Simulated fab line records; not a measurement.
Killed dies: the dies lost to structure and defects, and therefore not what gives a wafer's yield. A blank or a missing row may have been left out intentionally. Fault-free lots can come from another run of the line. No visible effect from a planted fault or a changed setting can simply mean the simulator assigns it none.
One fault seen from 2 desks	flow berkeley cmos170	every desk sees just its own numbers, and what lay behind them comes last

THE TOOL OWNER'S DESK: rie metal-01
The tool's own readings at UCB170_M1_METAL_ETCH_12 (etches Al in Cl2/BCl3, stops on PSG, target depth 780 nm, time 130 s): means of the sampled wafers that have a number, for each lot that ran on this tool. Any lot whose mean is over 4 standard deviations away from the usual mean is out of limits and marked OUT; that distance is given in the brackets.
Columns: A = drypump motor current A at UCB170_M1_METAL_ETCH_12, usual 5.6 A; B = oes product au at UCB170_M1_METAL_ETCH_12, usual 0.850 a.u.; C = throttle valve pct at UCB170_M1_METAL_ETCH_12, usual 24.4 %
lot	first seen here	A	B	C
L893	day 7 15:07	5.9	0.855	24.8
L899	day 8 08:59	5.5	0.853	24.7
L896	day 8 10:56	5.5	0.851	24.7
L904	day 9 16:22	5.5	0.846	24.7
L905	day 10 02:11	5.5	0.847	24.7
L907	day 10 04:23	5.6	0.907	24.7
L910	day 10 21:58	5.2	0.893	24.7
This desk's finding: nothing out of limits on any of the 7 lots.

THE METROLOGY DESK
What the gauges read for every lot (on any tool): the sampled wafers with a number, averaged. Any lot whose mean is over 4 standard deviations away from the usual mean is out of limits and marked OUT; that distance is given in the brackets.
Columns: A = cd nm at UCB170_NSD_CD_MEAS_06, usual 1200.1 nm
lot	first seen here	A
L892	day 6 11:09	1200.5
L893	day 7 04:38	1200.3
L899	day 7 20:37	1200.4
L895	day 7 21:10	1201.0
L896	day 7 21:44	1198.9
L902	day 8 08:00	1200.4
L897	day 8 08:40	1199.6
L903	day 8 22:06	1200.0
L904	day 9 03:58	1201.1
L905	day 9 17:49	1200.4
L907	day 9 18:05	1200.7
L910	day 10 10:56	1198.4
L913	day 10 23:25	1200.4
L915	day 11 10:36	1200.5
This desk's finding: nothing out of limits on any of the 14 lots.

ALL TOGETHER
The tool owner's desk saw nothing out of limits.
Metrology desk: nothing out of limits seen.

WHAT HAD BEEN PUT IN BY THE SIMULATOR
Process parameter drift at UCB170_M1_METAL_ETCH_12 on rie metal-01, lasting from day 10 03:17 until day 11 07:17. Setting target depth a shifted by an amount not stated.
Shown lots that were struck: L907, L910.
